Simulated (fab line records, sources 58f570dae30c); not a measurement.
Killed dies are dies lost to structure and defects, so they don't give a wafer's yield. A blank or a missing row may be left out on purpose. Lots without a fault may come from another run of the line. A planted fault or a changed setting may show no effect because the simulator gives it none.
Which tool did it? | flow berkeley_cmos170 | 7 lots, 21 wafers sampled, at 2 steps of a route of 331

WHAT THE GAUGES READ, wafer by wafer
UCB170_GATE_THK_MEAS_02.
lot  | measured     | on            | GATE_OXIDE_THK (nm)
L595 | day 7 06:36  | film_metro-03 | 6.76 6.72 6.79
L598 | day 7 22:07  | film_metro-02 | 6.57 6.52 6.67
L601 | day 8 11:07  | film_metro-01 | 6.81 6.66 6.84
L603 | day 8 11:07  | film_metro-02 | 6.53 6.55 6.58
L606 | day 9 11:13  | film_metro-03 | 6.55 6.61 6.68
L609 | day 9 19:53  | film_metro-02 | 8.61 8.61 8.67
L617 | day 11 23:16 | film_metro-03 | 6.58 6.61 6.56

WHICH TOOL RAN EACH LOT (tool, then ch and the chambers of the sampled wafers, then the start)
lot  | UCB170_GATE_OXIDATION_01
L595 | furnace-02 ch 0, day 7 05:06
L598 | furnace-04 ch 0, day 7 20:34
L601 | furnace-02 ch 0, day 8 09:36
L603 | furnace-02 ch 0, day 8 09:36
L606 | furnace-02 ch 0, day 9 09:43
L609 | furnace-02 ch 0, day 9 18:23
L617 | furnace-01 ch 0, day 11 21:41
- UCB170_GATE_OXIDATION_01: target thk 6.6 nm, ox time 1800 s.

THE ANSWER, worked out from the rows above alone
Rule: what is usual is taken from the lots themselves. Put in order of their means at a reading, lots are off if they are a third of the lots or fewer, leave a main group of 4 or more, and stand apart from it by a gap of 3 or more times the standard deviation of the main group's means; of several such gaps the widest counts. A main group whose means are all the same, to the digits that the tables above print for the reading, isn't used. A lot without any number at a reading at which 4 lots or more have one is off too. The other lots that the step has rows for count as sound.
Off: L609, at UCB170_GATE_THK_MEAS_02 (GATE_OXIDE_THK). The main group: mean 6.64 nm, standard deviation 0.086.
A tool fits if, at a process step before that reading, it ran every lot that is off, and no sound lot after the first of them. The gauges at UCB170_GATE_THK_MEAS_02 are tried like those tools. Can't be told from this: 2 tools fit, furnace-02 at UCB170_GATE_OXIDATION_01, film_metro-02 at UCB170_GATE_THK_MEAS_02.

WHAT THE SIMULATOR HAD PUT IN
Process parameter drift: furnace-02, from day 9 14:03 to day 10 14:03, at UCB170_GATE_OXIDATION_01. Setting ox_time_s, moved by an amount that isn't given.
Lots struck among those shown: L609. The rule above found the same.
